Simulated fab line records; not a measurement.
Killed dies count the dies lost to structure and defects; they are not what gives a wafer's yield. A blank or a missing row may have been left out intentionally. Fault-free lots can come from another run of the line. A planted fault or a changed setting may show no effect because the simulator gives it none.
A single fault, viewed from 2 desks :: flow rit-cmos :: what lay behind the numbers comes last; until then each desk has only its own

AT THE METROLOGY DESK
Lot by lot, what the gauges showed, no matter which tool ran the lot: averages of those sampled wafers that carry a number. The brackets show how far a lot's mean lies from the usual mean; more than 4 standard deviations puts the lot out of limits, marked OUT.
Columns: A = ACTIVE_OXIDE_THK at RIT_ACTIVE_THK_MEAS_02, usual 46.2 nm; B = cd-nm at RIT_ACTIVE_CD_MEAS_90, usual 1399.5 nm; C = PRETRO_TW at RIT_PRETRO_TW_MEAS_10, usual 481.3
lot: L788
first seen here: day 1 12:46
A: 47.7
B: 1402.3
C: 479.7

lot: L789
first seen here: day 1 17:03
A: 47.9
B: 1396.4
C: 482.1

lot: L790
first seen here: day 1 22:35
A: 46.7
B: 1401.0
C: 483.1

lot: L791
first seen here: day 2 04:51
A: 45.3
B: 1399.4
C: 482.3

lot: L792
first seen here: day 2 08:06
A: 46.0
B: 1396.8
C: 481.2

lot: L793
first seen here: day 2 16:59
A: 47.9
B: 1402.4
C: 482.6

lot: L799
first seen here: day 3 20:56
A: 46.1
B: 1401.1
C: 583.7 (+38) OUT

lot: L800
first seen here: day 4 00:13
A: 45.7
B: 1396.4
C: 579.1 (+36) OUT

lot: L802
first seen here: day 4 10:03
A: 46.1
B: 1401.1
C: 580.0 (+37) OUT

lot: L806
first seen here: day 5 06:03
A: 46.7
B: 1399.4
C: 480.9

lot: L807
first seen here: day 5 11:03
A: 45.8
B: 1397.6
C: 482.8

lot: L808
first seen here: day 5 17:18
A: 43.9
B: 1401.0
C: 482.5

lot: L809
first seen here: day 5 21:03
A: 46.7
B: 1399.0
C: 475.9

lot: L811
first seen here: day 6 07:40
A: 45.2
B: 1397.0
C: 480.6
This desk finds L799, L800, L802 out of limits, with the earliest case on L799 at day 4 19:00 (PRETRO_TW at RIT_PRETRO_TW_MEAS_10). L788, L789, L790, L791, L792, L793, L806, L807, L808, L809, L811 stayed within limits.

TOOL OWNER'S DESK, implanter-02
The tool's own readings at RIT_PRETRO_IMPLANT_08: means of the sampled wafers that have a number, for each lot that ran on this tool. The brackets show how far a lot's mean lies from the usual mean; more than 4 standard deviations puts the lot out of limits, marked OUT.
Columns: A = dose-ions-cm2 at RIT_PRETRO_IMPLANT_08, usual 1.1998e+13; B = faraday-current-uA at RIT_PRETRO_IMPLANT_08, usual 38.0
lot: L792
first seen here: day 3 11:49
A: 1.2004e+13
B: 37.6

lot: L799
first seen here: day 4 18:41
A: 2.1979e+13 (+99 or more) OUT
B: 69.8 (+42) OUT

lot: L800
first seen here: day 4 23:27
A: 2.1978e+13 (+99 or more) OUT
B: 67.7 (+40) OUT

lot: L802
first seen here: day 5 06:25
A: 2.1977e+13 (+99 or more) OUT
B: 69.7 (+42) OUT
This desk's verdict: out of limits on L799, L800, L802, starting with L799 at day 4 18:41 (dose-ions-cm2 at RIT_PRETRO_IMPLANT_08). L792 stayed within limits.

BROUGHT TOGETHER
The tool owner's desk had the chance to raise an alarm at day 4 18:41 on L799, L800, L802.
Metrology desk: alarm possible at day 4 19:00 on L799, L800, L802.
RIT_PRETRO_IMPLANT_08 was run on implanter-02 by each of the lots named.

WHAT HAD BEEN PUT IN BY THE SIMULATOR
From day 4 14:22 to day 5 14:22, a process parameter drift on implanter-02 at RIT_PRETRO_IMPLANT_08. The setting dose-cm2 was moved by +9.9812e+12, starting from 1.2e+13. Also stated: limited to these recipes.
Shown lots that were struck: L799, L800, L802.
Time in hours from fault onset to the first out-of-limits reading at each desk: tool owner's desk 4, metrology desk 5.
